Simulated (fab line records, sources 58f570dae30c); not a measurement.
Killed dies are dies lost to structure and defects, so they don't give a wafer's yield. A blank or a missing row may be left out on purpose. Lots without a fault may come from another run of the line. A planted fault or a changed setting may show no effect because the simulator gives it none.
fab line records | flow berkeley_cmos170
record lots=5 wafers=23
route steps=331 shown ZERO@13 NWELL@18 PWELL@36 ACTIVE@62 PFIELD@86 PVT@122 NLDD@161
start_h: hours from the record's first day to the start of the lot's first wafer shown | wait_h: hours since the lot's step before | " the same as in the row above | L1.1+2: a row that stands for several wafers | - no value, or no start given | * or withheld: withheld | < > ~ a bound
route shown NAME@n: a module of which the file shows steps, and the number in the route of the first | usual: mean/standard deviation of fault-free wafers | same: alike in all rows | chamber/n: place in a boat | sites: the reading at each site | _std_site: their standard deviation | _edge_site: outer sites' mean less inner sites' | radius_mm: how far each site lies from the wafer's centre | mask NAME#n: copy n | behind: the tool/chamber that last shaped the wafer | hold: why the lot was held/for how many hours/how that ended | device: the transistor (n, p or np) that didn't switch | end of line: the same wafers' tests at the end of the route | a step without rows: its recipe alone | killed: dies lost to structure and defects at the first sort, not the wafer's yield | map: a wafer's dies, x killed, . not, _ none there
set.NAME: the setting as run; set.NAME@STEP: as run at that earlier step | model.NAME: the simulator's own value behind a step, which no gauge read
lots whose settings were changed on purpose; a table a step, a row a wafer
## steps
# step UCB170_ZERO_STRIP_07
# recipe chemistry=O2 power_w=400 pressure_mtorr=3500 platen_temp_c=withheld o2_flow_sccm=400 overash_fraction=0.5
# usual strip_time_to_endpoint_s=21.49/0.084
# columns lot.wafer tool chamber start_h wait_h set.o2_flow_sccm strip_time_to_endpoint_s
L076.1 plasma_asher-04 1 32.01 0.0 380.4 21.75
L076.2 " 0 " " 380.4 21.83
L076.3 " 1 " " 380.4 21.80
L076.4 " 0 " " 400 21.63
L076.5 " 0 " " 400 21.59
L077.1 plasma_asher-02 0 35.18 0.0 400 21.43
L077.2 " 1 " " 400 21.43
L077.3 " 1 " " 400 21.50
L077.4 " 0 " " 400 21.45
L077.5 " 0 " " 400 21.46
L081.2 plasma_asher-02 0 60.69 0.0 400 21.49
L081.4 " 1 " " 400 21.48
L081.6 " 0 " " 400 21.59
L084.1 plasma_asher-02 0 70.54 0.0 400 21.56
L084.2 " 1 " " 455.9 21.09
L084.4 " 1 " " 400 21.40
L084.5 " 0 " " 455.9 21.03
L084.6 " 1 " " 455.9 21.05
L085.2 plasma_asher-04 1 74.04 0.0 344.6 21.88
L085.3 " 1 " " 400 21.49
L085.4 " 0 " " 344.6 21.91
L085.5 " 1 " " 344.6 21.93
L085.6 " 0 " " 400 21.49
# step UCB170_NWELL_CVD_04
# recipe material=Si3N4 target_thk_nm=224 temp_c=800 precursor=SiH2Cl2/NH3 time_s=3360 pressure_mtorr=200 sih2cl2_flow_sccm=25 nh3_flow_sccm=75
# columns lot.wafer tool chamber start_h wait_h set.temp_c model.Si3N4_of_NWELL_CVD_04.thk_nm
L076.1 - - - 1.5 800 223.3
L076.2 " - " " 800 222.8
L076.3 " - " " 800 223
L076.4 " - " " 800 222.2
L076.5 " - " " 800 220.9
L077.1 - - - 1.5 816 296
L077.2 " - " " 816 298.3
L077.3 " - " " 816 297.3
L077.4 " - " " 816 299.6
L077.5 " - " " 816 299.3
L081.2 lpcvd-01 1 68.46 0.0 800 225.4
L081.4 " 1 " " 800 224.1
L081.6 " 1 " " 800 223.1
L084.1 - - - 0.7 788.3 179.3
L084.2 " - " " 788.3 178.1
L084.4 " - " " 788.3 178.7
L084.5 " - " " 788.3 178.3
L084.6 " - " " 788.3 177.2
L085.2+6 - - - 0.0 800 223.2
L085.3 " - " " 800 222.9
L085.4 " - " " 800 223
L085.5 " - " " 800 222
# step UCB170_NWELL_THK_MEAS_05
# recipe reads=Si3N4_of_NWELL_CVD_04
# usual NWELL_NITRIDE_THK=224.0/2.2
# columns lot.wafer tool chamber start_h wait_h set.temp_c@NWELL_CVD_04 NWELL_NITRIDE_THK[nm]
L076.1 film_metro-01 - - - 800 223.3
L076.2 " - " " 800 222.8
L076.3 " - " " 800 223.0
L076.4 " - " " 800 222.5
L076.5 " - " " 800 220.9
L077.1 film_metro-04 - - - 816 296.1
L077.2 " - " " 816 298.3
L077.3 " - " " 816 297.3
L077.4 " - " " 816 299.4
L077.5 " - " " 816 299.2
L081.2 film_metro-04 - 70.68 0.3 800 225.3
L081.4 " - " " 800 224.0
L081.6 " - " " 800 223.1
L084.1 film_metro-04 - - - 788.3 179.5
L084.2 " - " " 788.3 178.1
L084.4 " - " " 788.3 178.6
L084.5 " - " " 788.3 178.3
L084.6 " - " " 788.3 177.0
L085.2 film_metro-03 - - - 800 223.2
L085.3 " - " " 800 222.7
L085.4 " - " " 800 223.0
L085.5 " - " " 800 222.0
L085.6 " - " " 800 223.3
# step UCB170_PWELL_OXIDATION_02
# recipe temp_c=1000 ambient=O2 target_thk_a=264 ox_time_s=1260
# columns lot.wafer tool chamber start_h wait_h set.temp_c model.SiO2_of_PWELL_OXIDATION_02.thk_nm
L076.1 - - - 1.5 986.5 22.55
L076.2 " - " " 986.5 22.59
L076.3 " - " " 986.5 22.48
L076.4 " - " " 986.5 22.98
L076.5 " - " " 986.5 22.69
L077.1 - - - 1.5 1000 25.83
L077.2 " - " " 1000 26.25
L077.3 " - " " 1000 26.14
L077.4 " - " " 1000 25.73
L077.5 " - " " 1000 25.6
L081.2 furnace-04 0 78.99 1.5 1000 25.27
L081.4 " 0 " " 1000 25.56
L081.6 " 0 " " 1000 25.29
L084.1 - - - 1.8 975.3 20.27
L084.2 " - " " 975.3 20.62
L084.4 " - " " 975.3 20.25
L084.5 " - " " 975.3 20.54
L084.6 " - " " 975.3 20.8
L085.2 - - - 1.8 1000 26.44
L085.3 " - " " 1000 26.56
L085.4 " - " " 1000 25.92
L085.5 " - " " 1000 26.36
L085.6 " - " " 1000 26.09
# step UCB170_PWELL_THK_MEAS_03
# recipe reads=SiO2_of_PWELL_OXIDATION_02
# usual PWELL_OXIDE_THK=26.0/0.47
# columns lot.wafer tool chamber start_h wait_h set.temp_c@PWELL_OXIDATION_02 PWELL_OXIDE_THK[nm]
L077.1 film_metro-01 - - - 1000 25.8
L077.2 " - " " 1000 26.3
L077.3 " - " " 1000 26.1
L077.4 " - " " 1000 25.7
L077.5 " - " " 1000 25.6
L076.1 film_metro-01 - - - 986.5 22.6
L076.2 " - " " 986.5 22.6
L076.3 " - " " 986.5 22.5
L076.4 " - " " 986.5 23.0
L076.5 " - " " 986.5 22.7
L081.2 film_metro-02 - 80.35 0.0 1000 25.3
L081.4 " - " " 1000 25.5
L081.6 " - " " 1000 25.3
L084.1 film_metro-02 - - - 975.3 20.3
L084.2 " - " " 975.3 20.6
L084.4 " - " " 975.3 20.2
L084.5 " - " " 975.3 20.5
L084.6 " - " " 975.3 20.8
L085.2 film_metro-01 - - - 1000 26.4
L085.3 " - " " 1000 26.5
L085.4 " - " " 1000 25.9
L085.5 " - " " 1000 26.3
L085.6 " - " " 1000 26.1
# step UCB170_PWELL_PEB_11
# recipe peb_temp_c=130 peb_time_s=withheld resist=KrF
# columns lot.wafer tool chamber start_h wait_h set.peb_temp_c
L076.1+4+5 litho_track-03 0 62.56 0.3 130
L076.2+3 " 0 " " 133
L077.1+5 litho_track-03 0 62.84 0.4 130
L077.2+3+4 " 0 " " 132.2
L081.2+4+6 litho_track-01 0 - - 130
L084.1+4+6 litho_track-01 0 103.25 0.9 130
L084.2+5 " 0 " " 133.5
L085.2+5+6 litho_track-03 0 103.28 0.7 128.4
L085.3+4 " 0 " " 130
# step UCB170_PWELL_DEVELOP_12
# recipe developer=TMAH develop_time_s=45 resist=KrF dev_temp_c=21
# step UCB170_PWELL_ETCH_14
# recipe chemistry=CH3F/Ar/O2 target=Si3N4 stop_on=SiO2 CH3F_flow_sccm=20 Ar_flow_sccm=50 O2_flow_sccm=7 pressure_mtorr=50 rf_w=450 target_depth_a=2420 over_etch_frac=0.1 time_s=151
# columns lot.wafer tool chamber start_h wait_h set.peb_temp_c@PWELL_PEB_11 model.PWELL.cd_nm
L076.1+4+5 rie_diel-03 1,2,0 62.87 0.0 130 3000
L076.2+3 " 0,3 " " 133 3017
L077.1 rie_diel-02 2 63.15 0.0 130 2999
L077.2 " 1 " " 132.2 3014
L077.3+4 " 3,0 " " 132.2 3012
L077.5 " 3 " " 130 3000
L081.2+4+6 rie_diel-02 0,1,0 88.41 0.0 130 3000
L084.1+4+6 rie_diel-02 2,0,3 103.56 0.0 130 2999
L084.2 " 1 " " 133.5 3018
L084.5 " 2 " " 133.5 3020
L085.2+5+6 rie_diel-01 0,3,2 103.60 0.0 128.4 2989
L085.3 " 3 " " 130 3001
L085.4 " 2 " " 130 3000
# step UCB170_ACTIVE_OXIDATION_02
# recipe temp_c=1000 ambient=O2 target_thk_a=264 ox_time_s=1260
# columns lot.wafer tool chamber start_h wait_h set.temp_c model.SiO2_of_ACTIVE_OXIDATION_02.thk_nm
L076.1 - - - 0.6 1012 28.65
L076.2 " - " " 1012 28.91
L076.3 " - " " 1012 28.31
L076.4 " - " " 1012 28.75
L076.5 " - " " 1012 28.85
L077.1 - - - 0.6 1000 25.94
L077.2 " - " " 1000 25.76
L077.3 " - " " 1000 25.64
L077.4 " - " " 1000 25.37
L077.5 " - " " 1000 25.95
L081.2 furnace-02 0 106.40 2.6 1000 26.47
L081.4 " 0 " " 1000 26.36
L081.6 " 0 " " 1000 26.8
L084.1 - - - 1.1 1010 28.95
L084.2 " - " " 1010 28.82
L084.4 " - " " 1010 28.52
L084.5 " - " " 1010 29.12
L084.6 " - " " 1010 28.69
L085.2 - - - 1.1 977.6 20.6
L085.3 " - " " 977.6 20.37
L085.4 " - " " 977.6 20.56
L085.5 " - " " 977.6 20.41
L085.6 " - " " 977.6 20.49
# step UCB170_ACTIVE_THK_MEAS_03
# recipe reads=SiO2_of_ACTIVE_OXIDATION_02
# usual ACTIVE_OXIDE_THK=26.3/0.57
# columns lot.wafer tool chamber start_h wait_h set.temp_c@ACTIVE_OXIDATION_02 ACTIVE_OXIDE_THK[nm]
L076.1 film_metro-02 - - - 1012 28.6
L076.2 " - " " 1012 28.9
L076.3 " - " " 1012 28.3
L076.4 " - " " 1012 28.7
L076.5 " - " " 1012 28.9
L077.1 film_metro-04 - - - 1000 25.9
L077.2 " - " " 1000 25.8
L077.3 " - " " 1000 25.7
L077.4 " - " " 1000 25.4
L077.5 " - " " 1000 25.9
L081.2 film_metro-02 - 107.76 0.0 1000 26.4
L081.4 " - " " 1000 26.4
L081.6 " - " " 1000 26.8
L084.1 film_metro-02 - - - 1010 29.0
L084.2 " - " " 1010 28.8
L084.4 " - " " 1010 28.6
L084.5 " - " " 1010 29.2
L084.6 " - " " 1010 28.7
L085.2 film_metro-04 - - - 977.6 20.6
L085.3 " - " " 977.6 20.4
L085.4 " - " " 977.6 20.6
L085.5 " - " " 977.6 20.4
L085.6 " - " " 977.6 20.5
# step UCB170_ACTIVE_CVD_05
# recipe material=Si3N4 target_thk_nm=220 temp_c=800 precursor=SiH2Cl2/NH3 time_s=3300 pressure_mtorr=200 sih2cl2_flow_sccm=25 nh3_flow_sccm=75
# columns lot.wafer tool chamber start_h wait_h set.time_s model.Si3N4_of_ACTIVE_CVD_05.thk_nm
L076.1 - - - 0.0 3486 230.4
L076.2 " - " " 3486 230.3
L076.3 " - " " 3486 229.1
L076.4 " - " " 3486 230.6
L076.5 " - " " 3486 231.1
L077.1 - - - 0.0 3300 221.7
L077.2 " - " " 3300 219.9
L077.3 " - " " 3300 220.5
L077.4 " - " " 3300 221.6
L077.5 " - " " 3300 221.4
L081.2 lpcvd-02 0 110.10 1.0 3300 221.3
L081.4 " 0 " " 3300 223.1
L081.6 " 0 " " 3300 222.4
L084.1 - - - 0.0 3300 221.1
L084.2 " - " " 3300 219.2
L084.4 " - " " 3300 218.8
L084.5 " - " " 3300 220.3
L084.6 " - " " 3300 219.9
L085.2+5 - - - 0.0 3135 211
L085.3 " - " " 3135 209.3
L085.4 " - " " 3135 210.9
L085.6 " - " " 3135 210
# step UCB170_ACTIVE_THK_MEAS_06
# recipe reads=Si3N4_of_ACTIVE_CVD_05
# usual ACTIVE_NITRIDE_THK=220.3/2.2
# columns lot.wafer tool chamber start_h wait_h set.time_s@ACTIVE_CVD_05 ACTIVE_NITRIDE_THK[nm]
L076.1 film_metro-02 - - - 3486 230.4
L076.2 " - " " 3486 230.2
L076.3 " - " " 3486 229.2
L076.4 " - " " 3486 230.6
L076.5 " - " " 3486 231.1
L077.1 film_metro-01 - - - 3300 221.6
L077.2 " - " " 3300 219.8
L077.3 " - " " 3300 220.7
L077.4 " - " " 3300 221.7
L077.5 " - " " 3300 221.5
L081.2 film_metro-04 - 112.02 0.0 3300 221.4
L081.4 " - " " 3300 223.1
L081.6 " - " " 3300 222.4
L084.1 film_metro-01 - - - 3300 221.0
L084.2 " - " " 3300 219.2
L084.4 " - " " 3300 218.9
L084.5 " - " " 3300 220.4
L084.6 " - " " 3300 220.0
L085.2 film_metro-04 - - - 3135 211.1
L085.3 " - " " 3135 209.2
L085.4 " - " " 3135 210.7
L085.5 " - " " 3135 211.0
L085.6 " - " " 3135 210.1
# step UCB170_ACTIVE_ETCH_15
# recipe chemistry=CH3F/Ar/O2 target=Si3N4 stop_on=SiO2 CH3F_flow_sccm=20 Ar_flow_sccm=50 O2_flow_sccm=7 pressure_mtorr=50 rf_w=450 target_depth_a=2420 over_etch_frac=0.1 time_s=151
# columns lot.wafer tool chamber start_h wait_h set.time_s model.KrF_of_ACTIVE_COAT_08.thk_nm model.SiO2_of_ACTIVE_OXIDATION_02.thk_nm
L076.1 rie_diel-02 1 88.07 0.0 139.2 733.9 25.19
L076.2 " 0 " " 151 728 25.25
L076.3 " 2 " " 139.2 739.8 25
L076.4 " 2 " " 151 730.6 25.17
L076.5 " 0 " " 151 724.4 25.18
L077.1 rie_diel-01 1 88.11 0.0 151 721.8 22.26
L077.2 " 3 " " 151 725 21.44
L077.3 " 0 " " 151 722.6 21.74
L077.4 " 2 " " 165.4 713.8 18.66
L077.5 " 1 " " 165.4 704.3 18.72
L081.2 rie_diel-04 0 113.40 0.0 151 726 22.79
L081.4 " 0 " " 151 727.7 22.66
L081.6 " 3 " " 151 727.1 23.11
L084.1 rie_diel-01 0 123.59 0.0 151 724.4 25.04
L084.2 " 3 " " 151 721.4 24.49
L084.4 " 1 " " 151 725.8 24.86
L084.5 " 3 " " 151 726.5 24.8
L084.6 " 0 " " 151 721.5 24.79
L085.2 rie_diel-02 0 123.69 0.0 168.6 708.3 12.59
L085.3 " 3 " " 151 725.6 16.75
L085.4 " 2 " " 168.6 708.4 12.57
L085.5 " 1 " " 151 721 16.41
L085.6 " 0 " " 151 725.6 16.84
# step UCB170_ACTIVE_STRIP_16
# recipe chemistry=O2 power_w=400 pressure_mtorr=3500 platen_temp_c=withheld o2_flow_sccm=400 overash_fraction=0.5
# usual strip_time_to_endpoint_s=18.11/0.08
# columns lot.wafer tool chamber start_h wait_h set.time_s@ACTIVE_ETCH_15 strip_time_to_endpoint_s
L076.1 plasma_asher-04 1 88.17 0.1 139.2 18.33
L076.2 " 0 " " 151 18.18
L076.3 " 0 " " 139.2 18.45
L076.4 " 1 " " 151 18.22
L076.5 " 0 " " 151 18.08
L077.1 plasma_asher-01 1 88.21 0.1 151 18.02
L077.2 " 0 " " 151 18.10
L077.3 " 0 " " 151 18.05
L077.4 " 1 " " 165.4 17.83
L077.5 " 1 " " 165.4 17.60
L081.2 plasma_asher-04 1 113.51 0.1 151 18.12
L081.4 " 1 " " 151 18.15
L081.6 " 0 " " 151 18.15
L084.1 plasma_asher-03 0 123.69 0.1 151 18.08
L084.2 " 1 " " 151 18.01
L084.4 " 0 " " 151 18.11
L084.5 " 1 " " 151 18.14
L084.6 " 0 " " 151 18.01
L085.2 plasma_asher-01 1 123.79 0.1 168.6 17.70
L085.3 " 1 " " 151 18.13
L085.4 " 0 " " 168.6 17.70
L085.5 " 1 " " 151 18.00
L085.6 " 0 " " 151 18.12
# step UCB170_PFIELD_IMPLANT_07
# recipe species=B dose_cm2=2e+13 energy_kev=80 tilt_deg=7
# columns lot.wafer tool chamber start_h wait_h set.energy_kev model.implant.rp_nm model.implant.drp_nm
L076.1+3+5 implanter-03 0 91.71 0.0 80 264.5 74.86
L076.2+4 " 0 " " 83.24 273.3 76.26
L077.1+2+4 implanter-02 0 91.99 0.0 80 269.1 74.86
L077.3+5 " 0 " " 76.1 258.7 73.05
L081.2+4+6 implanter-02 0 116.59 0.0 80 266.7 74.86
L084.1+5 implanter-02 0 126.16 0.0 78.3 259.1 74.08
L084.2+4+6 " 0 " " 80 263.6 74.86
L085.2+4+6 implanter-02 0 126.33 0.1 80 267 74.86
L085.3+5 " 0 " " 76.67 258.2 73.32
# step UCB170_PVT_IMPLANT_07
# recipe species=P dose_cm2=2e+12 energy_kev=30 tilt_deg=7
# columns lot.wafer tool chamber start_h wait_h set.energy_kev model.implant.rp_nm model.implant.drp_nm
L076.1+3+4 implanter-02 0 118.50 0.0 30 35.26 16.56
L076.2+5 " 0 " " 28.45 34.01 16.04
L077.1+4 implanter-04 0 119.23 0.0 31.58 37.15 17.29
L077.2+3+5 " 0 " " 30 35.38 16.56
L081.2+4+6 implanter-03 0 144.24 0.0 30 37.16 16.56
L085.2+3+4+5+6 implanter-02 0 155.91 0.0 30 35.82 16.56
L084.1+2+4+5+6 implanter-04 0 156.29 0.0 30 35.71 16.56
# step UCB170_NLDD_EXPOSE_03
# recipe mask_id=NSELECT na=0.5 sigma_outer=0.6 source_shape=conventional target_cd_nm=1200 dose_mj=30
# columns lot.wafer tool chamber start_h wait_h mask set.dose_mj
L077.1+2+3+4+5 krf_scanner-01 0 133.62 0.3 NSELECT#0 30
L076.1+2+3 krf_scanner-02 0 133.87 0.3 NSELECT#0 30
L076.4+5 " 0 " " NSELECT#0 27.88
L081.2+4+6 krf_scanner-01 0 158.32 0.2 NSELECT#0 30
L085.2+3+6 krf_scanner-02 0 179.73 0.1 NSELECT#0 30
L085.4+5 " 0 " " NSELECT#0 31.99
L084.1+5+6 krf_scanner-02 0 179.94 0.1 NSELECT#0 30
L084.2+4 " 0 " " NSELECT#0 31.75
# step UCB170_NLDD_PEB_04
# recipe peb_temp_c=130 peb_time_s=withheld resist=KrF
# step UCB170_NLDD_DEVELOP_05
# recipe developer=TMAH develop_time_s=45 resist=KrF dev_temp_c=21
# step UCB170_NLDD_CD_MEAS_06
# recipe target_cd_nm=1200
# usual cd_nm=1200.1/1.8
# columns lot.wafer tool chamber start_h wait_h set.dose_mj@NLDD_EXPOSE_03 cd_nm
L077.1 cd_sem-02 - 134.02 - 30 1198.7
L077.2 " - " " 30 1197.8
L077.3 " - " " 30 1197.2
L077.4 " - " " 30 1197.6
L077.5 " - " " 30 1198.4
L076.1 cd_sem-01 - 134.26 - 30 1203.7
L076.2 " - " " 30 1203.4
L076.3 " - " " 30 1202.9
L076.4 " - " " 27.88 1190.2
L076.5 " - " " 27.88 1190.8
L081.2 cd_sem-01 - 158.71 - 30 1200.3
L081.4 " - " " 30 1200.6
L081.6 " - " " 30 1199.8
L085.2 cd_sem-02 - 180.13 - 30 1200.0
L085.3 " - " " 30 1199.2
L085.4 " - " " 31.99 1211.7
L085.5 " - " " 31.99 1210.6
L085.6 " - " " 30 1199.7
L084.1 cd_sem-01 - 180.33 - 30 1200.1
L084.2 " - " " 31.75 1210.5
L084.4 " - " " 31.75 1209.9
L084.5 " - " " 30 1199.2
L084.6 " - " " 30 1199.9
# step UCB170_NLDD_IMPLANT_08
# recipe species=As dose_cm2=5e+13 energy_kev=30 tilt_deg=7 rotation_deg=0
# columns lot.wafer tool chamber start_h wait_h set.energy_kev model.implant.rp_nm model.implant.drp_nm
L077.1+3+5 implanter-02 0 134.23 0.1 30 22.07 9.611
L077.2+4 " 0 " " 28.57 21.27 9.276
L076.1+2+5 implanter-02 0 134.53 0.1 30 20.87 9.611
L076.3+4 " 0 " " 28.66 20.16 9.297
L081.2+4+6 implanter-02 0 158.87 0.0 30 22.39 9.611
L085.2+6 implanter-02 0 180.32 0.0 30 21.05 9.611
L085.3+4+5 " 0 " " 31.12 21.65 9.872
L084.1+2+4+5+6 implanter-03 0 180.49 0.0 30 21.98 9.611
## key
split step=UCB170_ZERO_STRIP_07 setting=o2_flow_sccm stated=400 by=wafer
response step=UCB170_ZERO_STRIP_07 reading=strip_time_to_endpoint_s change=* per=1% r=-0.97
split step=UCB170_NWELL_CVD_04 setting=temp_c stated=800 by=lot
response step=UCB170_NWELL_CVD_04 reading=model.Si3N4_of_NWELL_CVD_04.thk_nm change=+34.9 per=1% r=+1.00
response step=UCB170_NWELL_THK_MEAS_05 reading=NWELL_NITRIDE_THK change=+34.9 per=1% r=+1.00
split step=UCB170_PWELL_OXIDATION_02 setting=temp_c stated=1000 by=lot
response step=UCB170_PWELL_OXIDATION_02 reading=model.SiO2_of_PWELL_OXIDATION_02.thk_nm change=+2.23 per=1% r=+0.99
response step=UCB170_PWELL_THK_MEAS_03 reading=PWELL_OXIDE_THK change=+2.23 per=1% r=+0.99
split step=UCB170_PWELL_PEB_11 setting=peb_temp_c stated=130 by=wafer
response step=UCB170_PWELL_ETCH_14 reading=model.PWELL.cd_nm change=+7.64 per=1% r=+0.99
split step=UCB170_ACTIVE_OXIDATION_02 setting=temp_c stated=1000 by=lot
response step=UCB170_ACTIVE_OXIDATION_02 reading=model.SiO2_of_ACTIVE_OXIDATION_02.thk_nm change=+2.47 per=1% r=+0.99
response step=UCB170_ACTIVE_THK_MEAS_03 reading=ACTIVE_OXIDE_THK change=+2.47 per=1% r=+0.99
split step=UCB170_ACTIVE_CVD_05 setting=time_s stated=3300 by=lot
response step=UCB170_ACTIVE_CVD_05 reading=model.Si3N4_of_ACTIVE_CVD_05.thk_nm change=+1.86 per=1% r=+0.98
response step=UCB170_ACTIVE_THK_MEAS_06 reading=ACTIVE_NITRIDE_THK change=+1.86 per=1% r=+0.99
split step=UCB170_ACTIVE_ETCH_15 setting=time_s stated=151 by=wafer
response step=UCB170_ACTIVE_ETCH_15 reading=model.KrF_of_ACTIVE_COAT_08.thk_nm change=-1.35 per=1% r=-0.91
response step=UCB170_ACTIVE_ETCH_15 reading=model.SiO2_of_ACTIVE_OXIDATION_02.thk_nm shape=bent at_lowest=25.09 at_stated=22.56 at_highest=12.58
response step=UCB170_ACTIVE_STRIP_16 reading=strip_time_to_endpoint_s change=* per=1% r=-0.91
split step=UCB170_PFIELD_IMPLANT_07 setting=energy_kev stated=80 by=wafer
response step=UCB170_PFIELD_IMPLANT_07 reading=model.implant.rp_nm change=+2.15 per=1% r=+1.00
response step=UCB170_PFIELD_IMPLANT_07 reading=model.implant.drp_nm change=+0.363 per=1% r=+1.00
split step=UCB170_PVT_IMPLANT_07 setting=energy_kev stated=30 by=wafer
response step=UCB170_PVT_IMPLANT_07 reading=model.implant.rp_nm change=+0.289 per=1% r=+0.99
response step=UCB170_PVT_IMPLANT_07 reading=model.implant.drp_nm change=+0.12 per=1% r=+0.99
split step=UCB170_NLDD_EXPOSE_03 setting=dose_mj stated=30 by=wafer
response step=UCB170_NLDD_CD_MEAS_06 reading=cd_nm change=+1.79 per=1% r=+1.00
split step=UCB170_NLDD_IMPLANT_08 setting=energy_kev stated=30 by=wafer
response step=UCB170_NLDD_IMPLANT_08 reading=model.implant.rp_nm change=+0.163 per=1% r=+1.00
response step=UCB170_NLDD_IMPLANT_08 reading=model.implant.drp_nm change=+0.0702 per=1% r=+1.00
